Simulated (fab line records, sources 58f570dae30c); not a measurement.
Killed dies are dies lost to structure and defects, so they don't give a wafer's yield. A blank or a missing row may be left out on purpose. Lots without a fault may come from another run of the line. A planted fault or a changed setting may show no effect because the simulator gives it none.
One fault seen from 2 desks | flow berkeley_cmos170 | each desk has only its own numbers; what lay behind them comes last

THE METROLOGY DESK
What the gauges read, lot by lot, whatever tool the lot ran on: means of the sampled wafers that have a number. A lot is out of limits, marked OUT, if its mean lies more than 4 standard deviations from the usual mean; the brackets give that distance.
Columns: A = V2_BOW at UCB170_V2_BOW_MEAS_03, usual 37 um; B = V2_POLISHED_THK at UCB170_V2_THK_MEAS_04, usual 1000.4 nm; C = cd_nm at UCB170_V2_CD_MEAS_12, usual 700.0 nm; D = V2_OVL at UCB170_V2_OVL_MEAS_13, usual 1 nm; E = cd_nm at UCB170_V2_CD_MEAS_90, usual 699.8 nm
lot  | first seen here | A  | B      | C     | D  | E
L526 | day 7 11:29     | 38 | 1000.1 | 700.9 | 1  | 700.8
L528 | day 7 13:23     | 25 | 998.8  | 701.3 | 4  | 701.1
L535 | day 9 09:38     | 33 | 999.9  | 700.4 | -1 | 701.3
L536 | day 9 12:53     | 34 | 999.0  | 699.2 | -2 | 700.9
L538 | day 10 02:41    | 29 | 1000.6 | 700.9 | 4  | 701.4
L543 | day 10 20:07    | 40 | 1000.6 | 701.3 | 2  | 699.9
This desk's finding: nothing out of limits on any of the 6 lots.

THE TOOL OWNER'S DESK: rie_diel-04
The tool's own readings at UCB170_V2_ETCH_14 (etches SiO2 in CHF3/CF4/Ar, stops on Al, target depth 1250 nm, time 291 s): means of the sampled wafers that have a number, for each lot that ran on this tool. A lot is out of limits, marked OUT, if its mean lies more than 4 standard deviations from the usual mean; the brackets give that distance.
Columns: A = drypump_motor_current_A at UCB170_V2_ETCH_14, usual 5.8 A; B = oes_product_au at UCB170_V2_ETCH_14, usual 0.879 a.u.; C = rf_fwd_power_W at UCB170_V2_ETCH_14, usual 698.4 W; D = throttle_valve_pct at UCB170_V2_ETCH_14, usual 6.89 %
lot  | first seen here | A   | B     | C               | D
L528 | day 7 15:51     | 5.7 | 0.876 | 698.9           | 7.03
L535 | day 9 12:31     | 5.7 | 0.884 | 725.7 (+13) OUT | 6.95
L536 | day 9 14:12     | 5.9 | 0.884 | 755.3 (+27) OUT | 6.95
This desk's finding: out of limits on L535, L536; first on L535, day 9 12:31 (rf_fwd_power_W at UCB170_V2_ETCH_14). In limits: L528.

PUT TOGETHER
The tool owner's desk could have raised an alarm at day 9 12:31, on L535, L536.
The metrology desk saw nothing out of limits.
The metrology desk has L535, L536 on record, within its limits.
Of the lots named, all ran UCB170_V2_ETCH_14 on rie_diel-04.

WHAT THE SIMULATOR HAD PUT IN
Process parameter drift: rie_diel-04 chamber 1, from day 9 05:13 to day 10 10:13, at UCB170_V2_ETCH_14. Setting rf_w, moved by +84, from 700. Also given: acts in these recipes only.
Lots struck among those shown: L535, L536.
Hours from the fault's start to each desk's first reading out of limits: the tool owner's desk, 7.
